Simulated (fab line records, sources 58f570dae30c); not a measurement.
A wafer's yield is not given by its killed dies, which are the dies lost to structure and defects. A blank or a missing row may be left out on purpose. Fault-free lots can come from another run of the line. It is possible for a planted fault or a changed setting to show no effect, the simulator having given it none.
Which tool is to blame? ; flow berkeleyCmos170 ; 14 lots, 42 wafers sampled, at 5 steps of a route of 331

WHAT THE GAUGES SHOWED, per wafer
UCB170_NWELL_OVL_MEAS_12. Usual: NWELL_OVL gives 0 nm (standard deviation 5).
lot;measured;on;NWELL_OVL (nm);flag
L702;day 2 10:17;overlay-02;4 -5 -2;
L703;day 2 10:44;overlay-01;6 1 5;
L705;day 3 00:46;overlay-01;-3 -2 2;
L706;day 3 05:37;overlay-02;-4 -1 -2;
L707;day 3 14:43;overlay-02;4 5 0;
L708;day 3 21:02;overlay-02;-2 0 -1;
L710;day 4 08:02;overlay-02;6 -3 6;
L716;day 5 00:32;overlay-02;3 -3 -3;
L718;day 5 11:45;overlay-02;-2 2 -5;
L719;day 5 21:28;overlay-02;-14 -11 -10;
L721;day 6 06:15;overlay-02;-8 -3 0;
L722;day 6 10:43;overlay-01;0 3 4;
L724;day 6 16:44;overlay-02;1 5 0;
L725;day 6 23:32;overlay-02;8 15 10;

UCB170_PVT_TW_MEAS_09. Usual: PVT_TW gives 505 (standard deviation 3.2).
lot;measured;on;PVT_TW;flag
L702;day 5 10:35;filmMetro-03;511 512 513;
L703;day 6 01:46;filmMetro-04;508 506 508;
L705;day 6 05:57;filmMetro-01;500 500 502;
L706;day 6 09:11;filmMetro-01;499 500 499;
L707;day 6 18:19;filmMetro-04;506 505 507;
L708;day 6 18:16;filmMetro-03;502 505 504;
L710;day 7 09:53;filmMetro-03;506 506 507;
L716;day 8 04:42;filmMetro-03;431 430 431;OFF
L718;day 8 12:58;filmMetro-03;429 430 430;OFF
L719;day 9 09:51;filmMetro-01;501 501 503;
L721;day 9 09:03;filmMetro-04;506 505 504;
L722;day 9 09:07;filmMetro-01;503 502 502;
L724;day 9 17:13;filmMetro-04;505 504 506;
L725;day 9 23:20;filmMetro-04;506 504 503;

UCB170_GATE_OVL_MEAS_13. Usual: GATE_OVL gives 3 nm (standard deviation 5.3).
lot;measured;on;GATE_OVL (nm);flag
L702;day 5 23:59;overlay-01;8 6 9;
L703;day 6 12:28;overlay-02;4 5 8;
L705;day 6 15:23;overlay-02;1 -4 0;
L706;day 6 21:08;overlay-02;7 7 6;
L707;day 7 03:03;overlay-02;-2 -3 -3;
L708;day 7 02:53;overlay-02;2 6 3;
L710;day 7 19:58;overlay-01;8 2 7;
L716;day 8 18:26;overlay-01;-10 -6 -8;
L718;day 8 23:16;overlay-02;-7 -5 -2;
L719;day 9 21:14;overlay-02;4 8 7;
L721;day 9 20:58;overlay-01;-1 5 -3;
L722;day 9 21:05;overlay-01;15 4 10;
L724;day 10 04:46;overlay-02;-2 1 3;
L725;day 10 11:47;overlay-02;9 13 9;

WHICH TOOL RAN EACH LOT (tool, then ch and the chambers of the sampled wafers, then the start)
lot;UCB170_ACTIVE_STRIP_16;UCB170_PVT_IMPLANT_07
L702;plasmaAsher-01 ch 0,1, day 4 06:01;implanter-03 ch 0, day 5 10:22
L703;plasmaAsher-01 ch 0,1, day 4 14:17;implanter-03 ch 0, day 6 01:32
L705;plasmaAsher-01 ch 0,1, day 4 21:31;implanter-03 ch 0, day 6 05:42
L706;plasmaAsher-02 ch 0,1, day 5 01:54;implanter-01 ch 0, day 6 08:57
L707;plasmaAsher-04 ch 0,1, day 5 13:19;implanter-03 ch 0, day 6 18:04
L708;plasmaAsher-02 ch 0,1, day 5 13:38;implanter-04 ch 0, day 6 18:03
L710;plasmaAsher-04 ch 0,1, day 6 04:51;implanter-01 ch 0, day 7 09:38
L716;plasmaAsher-01 ch 0,1, day 6 20:31;implanter-03 ch 0, day 8 04:29
L718;plasmaAsher-01 ch 0,1, day 7 01:21;implanter-03 ch 0, day 8 12:44
L719;plasmaAsher-01 ch 0,1, day 8 02:48;implanter-01 ch 0, day 9 09:36
L721;plasmaAsher-04 ch 0,1, day 8 03:04;implanter-01 ch 0, day 9 08:48
L722;plasmaAsher-01 ch 0,1, day 8 03:20;implanter-04 ch 0, day 9 08:52
L724;plasmaAsher-04 ch 0, day 8 11:34;implanter-01 ch 0, day 9 16:58
L725;plasmaAsher-04 ch 0,1, day 8 19:06;implanter-01 ch 0, day 9 23:06
- UCB170_ACTIVE_STRIP_16: strips in O2.
- UCB170_PVT_IMPLANT_07

WHAT THE TOOLS THEMSELVES READ (means of the sampled wafers that have a number; where no wafer has one, the mark that the record gives instead)
UCB170_ACTIVE_STRIP_16. Usual: drypumpMotorCurrentA 5.7 A, standard deviation 0.35; oesProductAu 0.720 a.u., standard deviation 0.0045; stripTimeToEndpointS 17.96 s, standard deviation 0.088.
lot;tool;drypumpMotorCurrentA (A);oesProductAu (a.u.);stripTimeToEndpointS (s);flag
L702;plasmaAsher-01;5.2;0.722;18.03;
L703;plasmaAsher-01;5.4;0.721;17.90;
L705;plasmaAsher-01;5.4;0.718;18.02;
L706;plasmaAsher-02;5.9;0.725;17.89;
L707;plasmaAsher-04;6.0;0.716;18.03;
L708;plasmaAsher-02;5.9;0.722;17.80;
L710;plasmaAsher-04;6.0;0.723;17.99;
L716;plasmaAsher-01;5.4;0.717;17.96;
L718;plasmaAsher-01;5.4;0.720;17.96;
L719;plasmaAsher-01;5.4;0.719;18.02;
L721;plasmaAsher-04;6.0;0.727;17.99;
L722;plasmaAsher-01;5.4;0.721;18.03;
L724;plasmaAsher-04;5.9;0.720;17.93;
L725;plasmaAsher-04;6.0;0.722;17.91;

UCB170_PVT_IMPLANT_07. Usual: doseIonsCm2 2.0003e+12, standard deviation 2.1e+09; faradayCurrentUA 6.36, standard deviation 0.11.
lot;tool;doseIonsCm2;faradayCurrentUA;flag
L702;implanter-03;2.0000e+12;6.30;
L703;implanter-03;2.0011e+12;6.36;
L705;implanter-03;1.9972e+12;6.41;
L706;implanter-01;2.0007e+12;6.36;
L707;implanter-03;2.0035e+12;6.43;
L708;implanter-04;2.0006e+12;6.32;
L710;implanter-01;2.0000e+12;6.29;
L716;implanter-03;1.2041e+12;3.84;OFF
L718;implanter-03;1.2094e+12;3.83;OFF
L719;implanter-01;2.0006e+12;6.38;
L721;implanter-01;2.0017e+12;6.27;
L722;implanter-04;1.9983e+12;6.32;
L724;implanter-01;1.9998e+12;6.46;
L725;implanter-01;2.0006e+12;6.26;

THE ANSWER, worked out from the rows above alone
Rule: take the mean of a lot's wafers that have a number; if it is more than 3 standard deviations from the usual mean, the lot is off. A lot without any number at a reading at which 4 lots or more have one is off too. Where the step has rows for the other lots, those lots are counted as sound. First the gauges in route order, then the tools' own readings, where a lot's mean is used as printed above. At the first step where some lot is off, the reading lying furthest off is the one used; lots without a number count as furthest.
Off: L716, L718, seen at UCB170_PVT_TW_MEAS_09 (PVT_TW).
If a tool, at a process step before that reading, ran all the lots that are off and no sound lot after the first of them, it fits. Not tried: the gauges at UCB170_PVT_TW_MEAS_09; whatever is off there is also off at UCB170_PVT_IMPLANT_07, on other tools, and gauge error can't account for it. One fits: implanter-03 at UCB170_PVT_IMPLANT_07. Its last sound lot is L707 (day 6 18:04), its first lot that is off L716 (day 8 04:29): a fault that began between those two fits.
The tool's own readings at UCB170_PVT_IMPLANT_07 bear it out: on the lots that are off they differ by more than 5 times the standard deviation of the sound lots' means. doseIonsCm2 reads 1.2068e+12 there against 2.0003e+12 on the sound lots; faradayCurrentUA reads 3.83 there against 6.35 on the sound lots.

WHAT THE SIMULATOR HAD INSERTED
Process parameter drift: implanter-03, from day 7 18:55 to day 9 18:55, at UCB170_PVT_IMPLANT_07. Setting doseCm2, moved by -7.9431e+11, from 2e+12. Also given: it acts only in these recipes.
Struck lots among those shown: L716, L718. The rule above found the same.
